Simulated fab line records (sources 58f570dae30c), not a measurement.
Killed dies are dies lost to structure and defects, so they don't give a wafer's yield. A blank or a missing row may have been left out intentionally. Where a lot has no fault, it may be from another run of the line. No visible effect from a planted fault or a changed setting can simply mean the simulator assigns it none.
Which of the tools did it? || flow berkeley_cmos170 || Sampling: 14 lots, 42 wafers, 5 of 331 route steps

WHAT EACH GAUGE READ, for each wafer
UCB170_SACOX_THK_MEAS_02. Usual: SACOX_OXIDE_THK typically reads 14.39 nm, with standard deviation 0.23.
{"lot": "L419", "measured": "day 4 20:25", "on": "film_metro-04", "SACOX_OXIDE_THK (nm)": "14.33 14.45 14.19", "flag": ""}
{"lot": "L424", "measured": "day 5 22:00", "on": "film_metro-04", "SACOX_OXIDE_THK (nm)": "14.41 14.24 14.12", "flag": ""}
{"lot": "L426", "measured": "day 6 10:30", "on": "film_metro-01", "SACOX_OXIDE_THK (nm)": "13.95 14.16 14.08", "flag": ""}
{"lot": "L425", "measured": "day 6 10:29", "on": "film_metro-04", "SACOX_OXIDE_THK (nm)": "14.21 14.53 14.67", "flag": ""}
{"lot": "L428", "measured": "day 7 00:11", "on": "film_metro-04", "SACOX_OXIDE_THK (nm)": "14.32 14.46 14.07", "flag": ""}
{"lot": "L429", "measured": "day 7 04:41", "on": "film_metro-01", "SACOX_OXIDE_THK (nm)": "14.14 14.33 14.43", "flag": ""}
{"lot": "L430", "measured": "day 7 04:41", "on": "film_metro-04", "SACOX_OXIDE_THK (nm)": "14.47 14.58 14.36", "flag": ""}
{"lot": "L431", "measured": "day 7 16:48", "on": "film_metro-02", "SACOX_OXIDE_THK (nm)": "14.29 14.51 14.35", "flag": ""}
{"lot": "L433", "measured": "day 7 20:01", "on": "film_metro-01", "SACOX_OXIDE_THK (nm)": "14.34 14.40 14.62", "flag": ""}
{"lot": "L432", "measured": "day 7 20:01", "on": "film_metro-02", "SACOX_OXIDE_THK (nm)": "14.39 14.42 14.31", "flag": ""}
{"lot": "L435", "measured": "day 8 19:39", "on": "film_metro-02", "SACOX_OXIDE_THK (nm)": "14.75 14.91 14.87", "flag": ""}
{"lot": "L436", "measured": "day 8 23:58", "on": "film_metro-04", "SACOX_OXIDE_THK (nm)": "14.65 14.36 14.71", "flag": ""}
{"lot": "L441", "measured": "day 9 23:51", "on": "film_metro-04", "SACOX_OXIDE_THK (nm)": "14.29 14.24 14.17", "flag": ""}
{"lot": "L440", "measured": "day 9 23:50", "on": "film_metro-01", "SACOX_OXIDE_THK (nm)": "14.44 14.80 14.53", "flag": ""}

UCB170_GATE_THK_MEAS_02. Usual: GATE_OXIDE_THK typically reads 6.56 nm, with standard deviation 0.16.
{"lot": "L419", "measured": "day 5 09:18", "on": "film_metro-01", "GATE_OXIDE_THK (nm)": "6.56 6.43 6.39", "flag": ""}
{"lot": "L424", "measured": "day 6 20:07", "on": "film_metro-01", "GATE_OXIDE_THK (nm)": "6.61 6.70 6.53", "flag": ""}
{"lot": "L426", "measured": "day 7 03:32", "on": "film_metro-01", "GATE_OXIDE_THK (nm)": "6.56 6.52 6.49", "flag": ""}
{"lot": "L425", "measured": "day 7 03:31", "on": "film_metro-04", "GATE_OXIDE_THK (nm)": "6.56 6.48 6.50", "flag": ""}
{"lot": "L428", "measured": "day 7 18:19", "on": "film_metro-01", "GATE_OXIDE_THK (nm)": "6.49 6.56 6.52", "flag": ""}
{"lot": "L429", "measured": "day 7 22:38", "on": "film_metro-02", "GATE_OXIDE_THK (nm)": "6.54 6.48 6.60", "flag": ""}
{"lot": "L430", "measured": "day 7 22:38", "on": "film_metro-04", "GATE_OXIDE_THK (nm)": "6.62 6.64 6.69", "flag": ""}
{"lot": "L431", "measured": "day 8 11:28", "on": "film_metro-04", "GATE_OXIDE_THK (nm)": "6.51 6.62 6.60", "flag": ""}
{"lot": "L433", "measured": "day 8 11:28", "on": "film_metro-02", "GATE_OXIDE_THK (nm)": "6.72 6.63 6.75", "flag": ""}
{"lot": "L432", "measured": "day 8 15:11", "on": "film_metro-01", "GATE_OXIDE_THK (nm)": "6.68 6.62 6.76", "flag": ""}
{"lot": "L435", "measured": "day 9 16:43", "on": "film_metro-04", "GATE_OXIDE_THK (nm)": "6.50 6.55 6.56", "flag": ""}
{"lot": "L436", "measured": "day 9 16:44", "on": "film_metro-02", "GATE_OXIDE_THK (nm)": "6.72 6.67 6.68", "flag": ""}
{"lot": "L441", "measured": "day 10 13:58", "on": "film_metro-04", "GATE_OXIDE_THK (nm)": "6.33 6.27 6.29", "flag": ""}
{"lot": "L440", "measured": "day 10 13:58", "on": "film_metro-02", "GATE_OXIDE_THK (nm)": "6.30 6.24 6.32", "flag": ""}

UCB170_SDANNEAL_RS_MEAS_04: the measuring method here is four-point-probe. Usual: PLDD_RS typically reads 1032.6 ohm/sq, with standard deviation 2.7.
{"lot": "L419", "measured": "day 6 10:26", "on": "film_metro-02", "PLDD_RS (ohm/sq)": "1030.5 1034.2 1033.8", "flag": ""}
{"lot": "L424", "measured": "day 7 17:24", "on": "film_metro-01", "PLDD_RS (ohm/sq)": "1033.2 1029.1 1033.0", "flag": ""}
{"lot": "L426", "measured": "day 8 03:12", "on": "film_metro-02", "PLDD_RS (ohm/sq)": "1035.0 1032.7 1031.9", "flag": ""}
{"lot": "L425", "measured": "day 8 03:36", "on": "film_metro-01", "PLDD_RS (ohm/sq)": "1030.5 1034.3 1029.4", "flag": ""}
{"lot": "L428", "measured": "day 8 21:52", "on": "film_metro-01", "PLDD_RS (ohm/sq)": "1036.0 1037.3 1034.0", "flag": ""}
{"lot": "L429", "measured": "day 8 22:38", "on": "film_metro-02", "PLDD_RS (ohm/sq)": "1029.2 1028.7 1031.7", "flag": ""}
{"lot": "L430", "measured": "day 8 22:31", "on": "film_metro-03", "PLDD_RS (ohm/sq)": "1029.0 1027.4 1032.1", "flag": ""}
{"lot": "L431", "measured": "day 9 16:05", "on": "film_metro-03", "PLDD_RS (ohm/sq)": "1034.3 1033.1 1031.8", "flag": ""}
{"lot": "L433", "measured": "day 9 15:45", "on": "film_metro-02", "PLDD_RS (ohm/sq)": "1031.6 1031.5 1032.5", "flag": ""}
{"lot": "L432", "measured": "day 9 16:24", "on": "film_metro-02", "PLDD_RS (ohm/sq)": "1035.5 1033.6 1033.0", "flag": ""}
{"lot": "L435", "measured": "day 10 16:13", "on": "film_metro-02", "PLDD_RS (ohm/sq)": "1071.0 1068.9 1067.1", "flag": "OFF"}
{"lot": "L436", "measured": "day 10 16:05", "on": "film_metro-01", "PLDD_RS (ohm/sq)": "1038.3 1037.2 1033.4", "flag": ""}
{"lot": "L441", "measured": "day 11 11:15", "on": "film_metro-01", "PLDD_RS (ohm/sq)": "1073.0 1071.9 1071.9", "flag": "OFF"}
{"lot": "L440", "measured": "day 11 10:08", "on": "film_metro-03", "PLDD_RS (ohm/sq)": "1032.7 1030.2 1031.2", "flag": ""}

EACH LOT AND THE TOOL THAT RAN IT (in order: tool; ch and the chambers of the sampled wafers; start)
{"lot": "L419", "UCB170_PWELL_ETCH_14": "rie_diel-03 ch 2,3, day 2 22:03", "UCB170_PLDD_IMPLANT_08": "implanter-02 ch 0, day 5 19:50"}
{"lot": "L424", "UCB170_PWELL_ETCH_14": "rie_diel-03 ch 0,1,2, day 3 22:02", "UCB170_PLDD_IMPLANT_08": "implanter-02 ch 0, day 7 05:56"}
{"lot": "L426", "UCB170_PWELL_ETCH_14": "rie_diel-01 ch 1,2, day 4 13:37", "UCB170_PLDD_IMPLANT_08": "implanter-01 ch 0, day 7 13:22"}
{"lot": "L425", "UCB170_PWELL_ETCH_14": "rie_diel-02 ch 0,2, day 4 13:53", "UCB170_PLDD_IMPLANT_08": "implanter-04 ch 0, day 7 13:28"}
{"lot": "L428", "UCB170_PWELL_ETCH_14": "rie_diel-03 ch 0,2, day 4 22:09", "UCB170_PLDD_IMPLANT_08": "implanter-02 ch 0, day 8 04:23"}
{"lot": "L429", "UCB170_PWELL_ETCH_14": "rie_diel-01 ch 0,1, day 5 02:08", "UCB170_PLDD_IMPLANT_08": "implanter-04 ch 0, day 8 10:05"}
{"lot": "L430", "UCB170_PWELL_ETCH_14": "rie_diel-03 ch 0,2, day 5 02:13", "UCB170_PLDD_IMPLANT_08": "implanter-02 ch 0, day 8 10:20"}
{"lot": "L431", "UCB170_PWELL_ETCH_14": "rie_diel-03 ch 1,2, day 5 08:59", "UCB170_PLDD_IMPLANT_08": "implanter-01 ch 0, day 9 00:51"}
{"lot": "L433", "UCB170_PWELL_ETCH_14": "rie_diel-01 ch 0,2, day 5 13:42", "UCB170_PLDD_IMPLANT_08": "implanter-04 ch 0, day 9 00:18"}
{"lot": "L432", "UCB170_PWELL_ETCH_14": "rie_diel-03 ch 0,1,3, day 5 13:57", "UCB170_PLDD_IMPLANT_08": "implanter-02 ch 0, day 9 01:04"}
{"lot": "L435", "UCB170_PWELL_ETCH_14": "rie_diel-01 ch 0,3, day 6 10:29", "UCB170_PLDD_IMPLANT_08": "implanter-02 ch 0, day 10 04:12"}
{"lot": "L436", "UCB170_PWELL_ETCH_14": "rie_diel-03 ch 0,2, day 6 16:04", "UCB170_PLDD_IMPLANT_08": "implanter-04 ch 0, day 10 02:30"}
{"lot": "L441", "UCB170_PWELL_ETCH_14": "rie_diel-02 ch 1,2, day 7 15:59", "UCB170_PLDD_IMPLANT_08": "implanter-02 ch 0, day 11 00:27"}
{"lot": "L440", "UCB170_PWELL_ETCH_14": "rie_diel-01 ch 0,1,3, day 7 16:26", "UCB170_PLDD_IMPLANT_08": "implanter-04 ch 0, day 11 00:09"}
- UCB170_PWELL_ETCH_14: etches Si3N4 in CH3F/Ar/O2, stops on SiO2, target depth 242 nm, time 151 s.
- UCB170_PLDD_IMPLANT_08

AS READ BY THE TOOLS THEMSELVES (means over the sampled wafers that have a number; for cases with no such wafer, the mark the record gives instead)
UCB170_PWELL_ETCH_14. Usual: chamber_pressure_mTorr 50.00 mTorr, standard deviation 0.048; drypump_motor_current_A 5.6 A, standard deviation 0.38; oes_product_au 0.935 a.u., standard deviation 0.013; throttle_valve_pct 8.08 %, standard deviation 0.15.
{"lot": "L419", "tool": "rie_diel-03", "chamber_pressure_mTorr (mTorr)": 50.02, "drypump_motor_current_A (A)": 5.6, "oes_product_au (a.u.)": 0.942, "throttle_valve_pct (%)": 7.98, "flag": ""}
{"lot": "L424", "tool": "rie_diel-03", "chamber_pressure_mTorr (mTorr)": 50.05, "drypump_motor_current_A (A)": 5.9, "oes_product_au (a.u.)": 0.934, "throttle_valve_pct (%)": 8.04, "flag": ""}
{"lot": "L426", "tool": "rie_diel-01", "chamber_pressure_mTorr (mTorr)": 49.99, "drypump_motor_current_A (A)": 4.9, "oes_product_au (a.u.)": 0.932, "throttle_valve_pct (%)": 8.25, "flag": ""}
{"lot": "L425", "tool": "rie_diel-02", "chamber_pressure_mTorr (mTorr)": 50.00, "drypump_motor_current_A (A)": 5.7, "oes_product_au (a.u.)": 0.947, "throttle_valve_pct (%)": 8.04, "flag": ""}
{"lot": "L428", "tool": "rie_diel-03", "chamber_pressure_mTorr (mTorr)": 50.00, "drypump_motor_current_A (A)": 5.8, "oes_product_au (a.u.)": 0.938, "throttle_valve_pct (%)": 8.14, "flag": ""}
{"lot": "L429", "tool": "rie_diel-01", "chamber_pressure_mTorr (mTorr)": 50.01, "drypump_motor_current_A (A)": 5.0, "oes_product_au (a.u.)": 0.915, "throttle_valve_pct (%)": 8.23, "flag": ""}
{"lot": "L430", "tool": "rie_diel-03", "chamber_pressure_mTorr (mTorr)": 50.00, "drypump_motor_current_A (A)": 5.8, "oes_product_au (a.u.)": 0.938, "throttle_valve_pct (%)": 8.14, "flag": ""}
{"lot": "L431", "tool": "rie_diel-03", "chamber_pressure_mTorr (mTorr)": 50.05, "drypump_motor_current_A (A)": 5.9, "oes_product_au (a.u.)": 0.922, "throttle_valve_pct (%)": 8.01, "flag": ""}
{"lot": "L433", "tool": "rie_diel-01", "chamber_pressure_mTorr (mTorr)": 50.01, "drypump_motor_current_A (A)": 5.2, "oes_product_au (a.u.)": 0.948, "throttle_valve_pct (%)": 8.21, "flag": ""}
{"lot": "L432", "tool": "rie_diel-03", "chamber_pressure_mTorr (mTorr)": 49.98, "drypump_motor_current_A (A)": 5.8, "oes_product_au (a.u.)": 0.936, "throttle_valve_pct (%)": 7.92, "flag": ""}
{"lot": "L435", "tool": "rie_diel-01", "chamber_pressure_mTorr (mTorr)": 50.00, "drypump_motor_current_A (A)": 5.5, "oes_product_au (a.u.)": 0.939, "throttle_valve_pct (%)": 8.17, "flag": ""}
{"lot": "L436", "tool": "rie_diel-03", "chamber_pressure_mTorr (mTorr)": 49.98, "drypump_motor_current_A (A)": 5.9, "oes_product_au (a.u.)": 0.943, "throttle_valve_pct (%)": 8.05, "flag": ""}
{"lot": "L441", "tool": "rie_diel-02", "chamber_pressure_mTorr (mTorr)": 49.95, "drypump_motor_current_A (A)": 5.8, "oes_product_au (a.u.)": 0.944, "throttle_valve_pct (%)": 8.15, "flag": ""}
{"lot": "L440", "tool": "rie_diel-01", "chamber_pressure_mTorr (mTorr)": 50.02, "drypump_motor_current_A (A)": 5.3, "oes_product_au (a.u.)": 0.934, "throttle_valve_pct (%)": 8.19, "flag": ""}

UCB170_PLDD_IMPLANT_08. Usual: dose_ions_cm2 4.999e+13, standard deviation 6.2e+10; faraday_current_uA 158.5, standard deviation 2.9.
{"lot": "L419", "tool": "implanter-02", "dose_ions_cm2": 5.005e+13, "faraday_current_uA": 161.8, "flag": ""}
{"lot": "L424", "tool": "implanter-02", "dose_ions_cm2": 5.000e+13, "faraday_current_uA": 159.4, "flag": ""}
{"lot": "L426", "tool": "implanter-01", "dose_ions_cm2": 4.997e+13, "faraday_current_uA": 159.4, "flag": ""}
{"lot": "L425", "tool": "implanter-04", "dose_ions_cm2": 4.995e+13, "faraday_current_uA": 160.0, "flag": ""}
{"lot": "L428", "tool": "implanter-02", "dose_ions_cm2": 5.004e+13, "faraday_current_uA": 159.4, "flag": ""}
{"lot": "L429", "tool": "implanter-04", "dose_ions_cm2": 4.988e+13, "faraday_current_uA": 161.3, "flag": ""}
{"lot": "L430", "tool": "implanter-02", "dose_ions_cm2": 4.999e+13, "faraday_current_uA": 157.9, "flag": ""}
{"lot": "L431", "tool": "implanter-01", "dose_ions_cm2": 5.002e+13, "faraday_current_uA": 158.0, "flag": ""}
{"lot": "L433", "tool": "implanter-04", "dose_ions_cm2": 4.999e+13, "faraday_current_uA": 160.5, "flag": ""}
{"lot": "L432", "tool": "implanter-02", "dose_ions_cm2": 4.995e+13, "faraday_current_uA": 158.5, "flag": ""}
{"lot": "L435", "tool": "implanter-02", "dose_ions_cm2": 4.493e+13, "faraday_current_uA": 141.3, "flag": "OFF"}
{"lot": "L436", "tool": "implanter-04", "dose_ions_cm2": 5.007e+13, "faraday_current_uA": 155.7, "flag": ""}
{"lot": "L441", "tool": "implanter-02", "dose_ions_cm2": 4.493e+13, "faraday_current_uA": 144.2, "flag": "OFF"}
{"lot": "L440", "tool": "implanter-04", "dose_ions_cm2": 5.003e+13, "faraday_current_uA": 156.0, "flag": ""}

THE ANSWER, worked out from the rows above alone
Rule: a lot counts as off when the mean over its wafers that have a number is more than 3 standard deviations away from the usual mean. A lot without any number at a reading at which 4 lots or more have one is off too. The other lots that the step has rows for count as sound. First the gauges in route order, then the tools' own readings, where a lot's mean is used as printed above. At the first step where some lot is off, the reading lying furthest off is the one used; lots without a number count as furthest.
Off: L435, L441, at UCB170_SDANNEAL_RS_MEAS_04 (PLDD_RS).
A tool fits if, at a process step before that reading, it ran every lot that is off, and no sound lot after the first of them. The gauges at UCB170_SDANNEAL_RS_MEAS_04 aren't tried: what is off there is off at UCB170_PLDD_IMPLANT_08 too, on other tools, and a gauge's error can't cause that. One fits: UCB170_PLDD_IMPLANT_08 on implanter-02. Its last sound lot is L432 (day 9 01:04), its first lot that is off L435 (day 10 04:12): a fault that began between those two fits.
The tool's own readings at UCB170_PLDD_IMPLANT_08 bear it out: on the lots that are off they differ by more than 5 times the standard deviation of the sound lots' means. dose_ions_cm2 reads 4.493e+13 there against 5.000e+13 on the sound lots; faraday_current_uA reads 142.8 there against 159.0 on the sound lots.

WHAT THE SIMULATOR PUT IN
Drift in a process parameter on implanter-02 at UCB170_PLDD_IMPLANT_08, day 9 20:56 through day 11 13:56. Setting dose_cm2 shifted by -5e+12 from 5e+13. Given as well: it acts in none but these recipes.
Lots struck among those shown: L435, L441. The same result came from the rule above.
